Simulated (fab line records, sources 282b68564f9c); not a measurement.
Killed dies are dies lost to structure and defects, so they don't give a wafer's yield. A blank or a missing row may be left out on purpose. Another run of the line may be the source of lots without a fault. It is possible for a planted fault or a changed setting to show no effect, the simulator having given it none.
Struck lot and sound lot, side by side | flow ritCmos | 17 out of 202 route steps
Sound: wafers L998.1, L998.2, L998.6. Wafers L105.1, L105.5, L105.6 were the ones struck. The cause is named last.
Per side, at each step with rows, come the tool, then ch with its chambers, and then its first start. Under that, the readings that differ: sound wafers | struck wafers | difference of the means | sigmas: that difference in standard deviations of wafers without a fault.
alike: a reading whose means differ by less than 2 such deviations, as well as words and numbers matching on both sides. not compared: withheld readings; readings where some wafer has no value; bounds like >300 that might hide an equal value; numbers whose values overlap and for which the record gives no deviation.
A row with sigmas, a row that says differs or no value, or rows on one side alone: a step with any of these is where the two part. Numbers that don't overlap but have no deviation are shown without sigmas and don't part them. A reading missing from all wafers of one side parts the sides only when that side holds two or more wafers.

RIT_ACTIVE_BOW_MEAS_00:
  struck on filmMetro-03, day 4 23:00; sound on filmMetro-03, day 3 12:00
  alike: INCOMING_BOW
then, 1 step without rows for these wafers: RIT_ACTIVE_OXIDATION_01 (target thk 46.8 nm, ox time 3360 s).
RIT_ACTIVE_THK_MEAS_02:
  struck on filmMetro-04, day 5 01:51; sound on filmMetro-02, day 3 15:49
  alike: ACTIVE_OXIDE_THK
RIT_ACTIVE_CVD_03: deposits Si3N4 from SiH2Cl2/NH3, target thk 150 nm, time 1500 s.
  sound on lpcvd-01 ch 1, day 3 15:53; struck on lpcvd-01 ch 0, day 5 01:55
  no value came back on the struck wafers for nh3FlowSccm (sccm), pressureMtorr (mTorr), timeS (s), zonePowerSourcePct (%); on the sound wafers nh3FlowSccm (sccm) reads 149.8 150.1 149.8
then, 6 steps without rows for these wafers: RIT_ACTIVE_HMDS_05 (prime time 60 s); RIT_ACTIVE_COAT_06 (resist thk 984.1 nm); RIT_ACTIVE_SOFTBAKE_07 (time 60 s); RIT_ACTIVE_EXPOSE_08 (exposes mask M1, target cd 1400 nm); RIT_ACTIVE_PEB_09; RIT_ACTIVE_DEVELOP_10 (develop time 51.79 s).
RIT_ACTIVE_CD_MEAS_11 targets a cd of 1400 nm.
  struck on cdSem-02, day 5 04:23; sound on cdSem-02, day 3 18:13
  alike: cdNm
then, 1 step without rows for these wafers: RIT_ACTIVE_HARDBAKE_12 (time 60 s).
RIT_ACTIVE_ETCH_13: etches Si3N4 in SF6, stops on SiO2, time 210 s, target depth 210 nm.
  sound on rieDiel-01 ch 0,1,2, day 3 18:29; struck on rieDiel-04 ch 1,2, day 5 04:40
reading                 | sound             | struck      | difference | sigmas
model.etch.depthNm (nm) | 150.7 150.6 150.6 | 150 150 150 | -1         | 
  alike: drypumpMotorCurrentA, oesProductAu, throttleValvePct
  not compared: rfHoursCounterH, model.ACTIVE.featureDepthNm
RIT_ACTIVE_STRIP_14: strips in O2, time 180 s.
  sound on plasmaAsher-02 ch 0,1, day 3 18:37; struck on plasmaAsher-04 ch 0,1, day 5 04:48
  alike: drypumpMotorCurrentA
  not compared: rfHoursCounterH
RIT_ACTIVE_CD_MEAS_90 targets a cd of 1400 nm.
  struck on cdSem-02, day 5 04:58; sound on cdSem-01, day 3 18:47
reading   | sound                | struck | difference                    | sigmas
cdNm (nm) | 1399.4 1399.7 1401.6 | - - -  | no value on the struck wafers | 
then, 1 step without rows for these wafers: RIT_ACTIVE_CLEAN_15 (cleans in SC1, time 600 s).
RIT_M1_PROBE_99:
  struck on prober-01, day 7 01:04; sound on prober-02, day 5 16:27
reading          | sound | struck      | difference | sigmas
killedAtFrontEnd | 7 6 7 | 264 264 264 | +257       | +95
killedDies       | 7 6 7 | 264 264 264 | +257       | +95
killedOnRim      | 3 1 2 | 70 70 70    | +68        | +57
killedOpen       | 6 6 1 | 1 0 0       | -4         | -2
  alike: killedAtContacts, killedShort

WHERE THEY PART
First at RIT_ACTIVE_CVD_03; last, within this record, at RIT_M1_PROBE_99.

WHY: what the simulator had put in
Beginning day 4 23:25, the whole step at RIT_ACTIVE_CVD_03 was skipped on lpcvd-01. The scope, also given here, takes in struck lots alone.
